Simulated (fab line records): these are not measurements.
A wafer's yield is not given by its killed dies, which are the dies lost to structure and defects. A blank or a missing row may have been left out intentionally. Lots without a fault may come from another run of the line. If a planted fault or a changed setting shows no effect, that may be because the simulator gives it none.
Which tool did it? / flow rit-cmos / 14 lots, 42 wafers sampled, at 4 steps of a route of 202

== WHAT THE GAUGES READ, wafer by wafer ==
RIT_SDANNEAL_RS_MEAS_04: measurement is done with a four-point probe. Usual: for PSD_RS the level is 115.98 ohm/sq and the standard deviation is 0.24.
lot=L454; measured=day 3 11:58; on=film-metro-01; PSD_RS (ohm/sq)=115.96 115.95 115.92; flag=
lot=L457; measured=day 3 23:20; on=film-metro-03; PSD_RS (ohm/sq)=116.16 116.07 115.91; flag=
lot=L458; measured=day 4 04:43; on=film-metro-01; PSD_RS (ohm/sq)=116.21 115.91 115.76; flag=
lot=L461; measured=day 4 18:28; on=film-metro-01; PSD_RS (ohm/sq)=115.78 115.96 115.84; flag=
lot=L462; measured=day 5 00:07; on=film-metro-03; PSD_RS (ohm/sq)=115.68 115.81 115.84; flag=
lot=L463; measured=day 5 03:58; on=film-metro-03; PSD_RS (ohm/sq)=116.12 116.20 116.11; flag=
lot=L465; measured=day 5 13:52; on=film-metro-01; PSD_RS (ohm/sq)=116.09 115.83 116.12; flag=
lot=L466; measured=day 5 18:38; on=film-metro-03; PSD_RS (ohm/sq)=115.64 115.75 115.62; flag=
lot=L467; measured=day 5 22:59; on=film-metro-03; PSD_RS (ohm/sq)=116.08 116.07 116.13; flag=
lot=L468; measured=day 6 02:52; on=film-metro-01; PSD_RS (ohm/sq)=94.08 93.73 94.09; flag=OFF
lot=L469; measured=day 6 10:41; on=film-metro-02; PSD_RS (ohm/sq)=116.12 116.43 116.24; flag=
lot=L470; measured=day 6 12:32; on=film-metro-02; PSD_RS (ohm/sq)=94.42 94.27 94.17; flag=OFF
lot=L475; measured=day 7 15:35; on=film-metro-01; PSD_RS (ohm/sq)=116.22 116.03 116.14; flag=
lot=L477; measured=day 8 04:21; on=film-metro-03; PSD_RS (ohm/sq)=116.21 116.11 116.03; flag=

RIT_SDANNEAL_RS_MEAS_05: measurement is done with a four-point probe. Usual: for NSD_RS the level is 84.48 ohm/sq and the standard deviation is 0.29.
lot=L454; measured=day 3 12:05; on=film-metro-01; NSD_RS (ohm/sq)=84.05 84.34 84.64; flag=
lot=L457; measured=day 3 23:28; on=film-metro-03; NSD_RS (ohm/sq)=84.36 84.51 84.24; flag=
lot=L458; measured=day 4 04:50; on=film-metro-01; NSD_RS (ohm/sq)=84.35 84.31 84.30; flag=
lot=L461; measured=day 4 18:35; on=film-metro-01; NSD_RS (ohm/sq)=84.45 84.36 84.62; flag=
lot=L462; measured=day 5 00:14; on=film-metro-03; NSD_RS (ohm/sq)=84.72 84.55 84.85; flag=
lot=L463; measured=day 5 04:05; on=film-metro-03; NSD_RS (ohm/sq)=84.57 84.15 84.14; flag=
lot=L465; measured=day 5 13:59; on=film-metro-01; NSD_RS (ohm/sq)=84.80 84.64 84.92; flag=
lot=L466; measured=day 5 18:46; on=film-metro-03; NSD_RS (ohm/sq)=84.42 84.55 84.32; flag=
lot=L467; measured=day 5 23:06; on=film-metro-03; NSD_RS (ohm/sq)=84.25 84.49 84.53; flag=
lot=L468; measured=day 6 02:59; on=film-metro-01; NSD_RS (ohm/sq)=83.44 83.54 84.02; flag=
lot=L469; measured=day 6 10:49; on=film-metro-02; NSD_RS (ohm/sq)=84.66 84.74 84.52; flag=
lot=L470; measured=day 6 12:40; on=film-metro-02; NSD_RS (ohm/sq)=83.24 83.20 83.39; flag=OFF
lot=L475; measured=day 7 15:42; on=film-metro-01; NSD_RS (ohm/sq)=84.08 84.06 84.26; flag=
lot=L477; measured=day 8 04:28; on=film-metro-03; NSD_RS (ohm/sq)=83.81 83.93 84.12; flag=

RIT_SDANNEAL_RS_MEAS_06: measurement is done with a four-point probe. Usual: for PLDD_RS the level is 178.7 ohm/sq and the standard deviation is 0.5.
lot=L454; measured=day 3 12:13; on=film-metro-01; PLDD_RS (ohm/sq)=179.2 178.5 178.5; flag=
lot=L457; measured=day 3 23:35; on=film-metro-03; PLDD_RS (ohm/sq)=178.8 179.0 178.3; flag=
lot=L458; measured=day 4 04:57; on=film-metro-01; PLDD_RS (ohm/sq)=178.2 178.0 178.2; flag=
lot=L461; measured=day 4 18:42; on=film-metro-01; PLDD_RS (ohm/sq)=179.0 178.7 178.5; flag=
lot=L462; measured=day 5 00:22; on=film-metro-03; PLDD_RS (ohm/sq)=179.2 178.4 178.8; flag=
lot=L463; measured=day 5 04:12; on=film-metro-03; PLDD_RS (ohm/sq)=177.8 178.0 178.3; flag=
lot=L465; measured=day 5 14:06; on=film-metro-01; PLDD_RS (ohm/sq)=179.3 179.1 179.5; flag=
lot=L466; measured=day 5 18:53; on=film-metro-03; PLDD_RS (ohm/sq)=178.1 177.8 178.2; flag=
lot=L467; measured=day 5 23:13; on=film-metro-03; PLDD_RS (ohm/sq)=179.3 178.9 178.9; flag=
lot=L468; measured=day 6 03:06; on=film-metro-01; PLDD_RS (ohm/sq)=159.1 158.7 158.8; flag=OFF
lot=L469; measured=day 6 10:56; on=film-metro-02; PLDD_RS (ohm/sq)=179.1 178.5 178.8; flag=
lot=L470; measured=day 6 12:47; on=film-metro-02; PLDD_RS (ohm/sq)=160.3 160.2 160.3; flag=OFF
lot=L475; measured=day 7 15:49; on=film-metro-01; PLDD_RS (ohm/sq)=178.5 178.8 177.8; flag=
lot=L477; measured=day 8 04:35; on=film-metro-03; PLDD_RS (ohm/sq)=179.0 178.6 178.8; flag=

== WHICH TOOL RAN EACH LOT (tool, then ch and the chambers of the sampled wafers, then the start) ==
lot=L454; RIT_SDANNEAL_RTA_03=rtp-anneal-02 ch 0, day 3 11:54
lot=L457; RIT_SDANNEAL_RTA_03=rtp-anneal-01 ch 0, day 3 23:16
lot=L458; RIT_SDANNEAL_RTA_03=rtp-anneal-02 ch 0, day 4 04:39
lot=L461; RIT_SDANNEAL_RTA_03=rtp-anneal-01 ch 0, day 4 18:24
lot=L462; RIT_SDANNEAL_RTA_03=rtp-anneal-02 ch 0, day 5 00:04
lot=L463; RIT_SDANNEAL_RTA_03=rtp-anneal-01 ch 0, day 5 03:54
lot=L465; RIT_SDANNEAL_RTA_03=rtp-anneal-01 ch 0, day 5 13:48
lot=L466; RIT_SDANNEAL_RTA_03=rtp-anneal-02 ch 0, day 5 18:34
lot=L467; RIT_SDANNEAL_RTA_03=rtp-anneal-01 ch 0, day 5 22:55
lot=L468; RIT_SDANNEAL_RTA_03=rtp-anneal-02 ch 0, day 6 02:48
lot=L469; RIT_SDANNEAL_RTA_03=rtp-anneal-01 ch 0, day 6 10:38
lot=L470; RIT_SDANNEAL_RTA_03=rtp-anneal-02 ch 0, day 6 12:28
lot=L475; RIT_SDANNEAL_RTA_03=rtp-anneal-01 ch 0, day 7 15:28
lot=L477; RIT_SDANNEAL_RTA_03=rtp-anneal-01 ch 0, day 8 04:18
- RIT_SDANNEAL_RTA_03: time 5 s.

== WHAT THE TOOLS THEMSELVES READ (means of the sampled wafers that have a number; where no wafer has one, the mark that the record gives instead) ==
RIT_SDANNEAL_RTA_03. Usual: ramp-down-c-per-s 171.00, standard deviation 0.033; wafer_temp_C_max 1053.5, standard deviation 1.2.
lot=L454 tool=rtp-anneal-02 ramp-down-c-per-s=170.95 wafer_temp_C_max=1053.4 flag=
lot=L457 tool=rtp-anneal-01 ramp-down-c-per-s=171.00 wafer_temp_C_max=1053.1 flag=
lot=L458 tool=rtp-anneal-02 ramp-down-c-per-s=171.03 wafer_temp_C_max=1053.7 flag=
lot=L461 tool=rtp-anneal-01 ramp-down-c-per-s=171.01 wafer_temp_C_max=1053.1 flag=
lot=L462 tool=rtp-anneal-02 ramp-down-c-per-s=171.00 wafer_temp_C_max=1053.2 flag=
lot=L463 tool=rtp-anneal-01 ramp-down-c-per-s=170.98 wafer_temp_C_max=1052.6 flag=
lot=L465 tool=rtp-anneal-01 ramp-down-c-per-s=171.00 wafer_temp_C_max=1052.3 flag=
lot=L466 tool=rtp-anneal-02 ramp-down-c-per-s=171.00 wafer_temp_C_max=1054.6 flag=
lot=L467 tool=rtp-anneal-01 ramp-down-c-per-s=171.01 wafer_temp_C_max=1053.8 flag=
lot=L468 tool=rtp-anneal-02 ramp-down-c-per-s=171.00 wafer_temp_C_max=1087.8 flag=OFF
lot=L469 tool=rtp-anneal-01 ramp-down-c-per-s=170.99 wafer_temp_C_max=1052.7 flag=
lot=L470 tool=rtp-anneal-02 ramp-down-c-per-s=170.97 wafer_temp_C_max=1086.9 flag=OFF
lot=L475 tool=rtp-anneal-01 ramp-down-c-per-s=171.00 wafer_temp_C_max=1053.4 flag=
lot=L477 tool=rtp-anneal-01 ramp-down-c-per-s=171.03 wafer_temp_C_max=1052.4 flag=

== THE ANSWER, worked out from the rows above alone ==
Rule: a lot counts as off when the mean over its wafers that have a number is more than 3 standard deviations away from the usual mean. Also off: a lot with no number at a reading for which 4 or more lots have one. All remaining lots with rows at the step are treated as sound. Order of review: gauges by route order, followed by the tools' own readings, for which a lot's mean as printed above is used. The first step at which some lot is off is used, and at that step the reading that is off furthest; a lot without a number counts as furthest.
Off: L468, L470, at RIT_SDANNEAL_RS_MEAS_04 (PSD_RS).
If a tool, at a process step before that reading, ran all the lots that are off and no sound lot after the first of them, it fits. The gauges at RIT_SDANNEAL_RS_MEAS_04 aren't tried: what is off there is off at RIT_SDANNEAL_RTA_03 too, on other tools, and a gauge's error can't cause that. One candidate fits, namely rtp-anneal-02 at RIT_SDANNEAL_RTA_03. A fault onset in the window from L466 (day 5 18:34, its last sound lot) to L468 (day 6 02:48, its first lot off) fits.
On the lots that are off, the tool's own readings at RIT_SDANNEAL_RTA_03 differ by more than 5 times the standard deviation of the sound lots' means, which bears it out; wafer_temp_C_max reads 1087.3 there versus 1053.2 on the sound lots.

== WHAT THE SIMULATOR PUT IN ==
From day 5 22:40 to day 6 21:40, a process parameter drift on rtp-anneal-02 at RIT_SDANNEAL_RTA_03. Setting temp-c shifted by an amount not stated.
Shown lots that were struck: L468, L470. The same result came from the rule above.
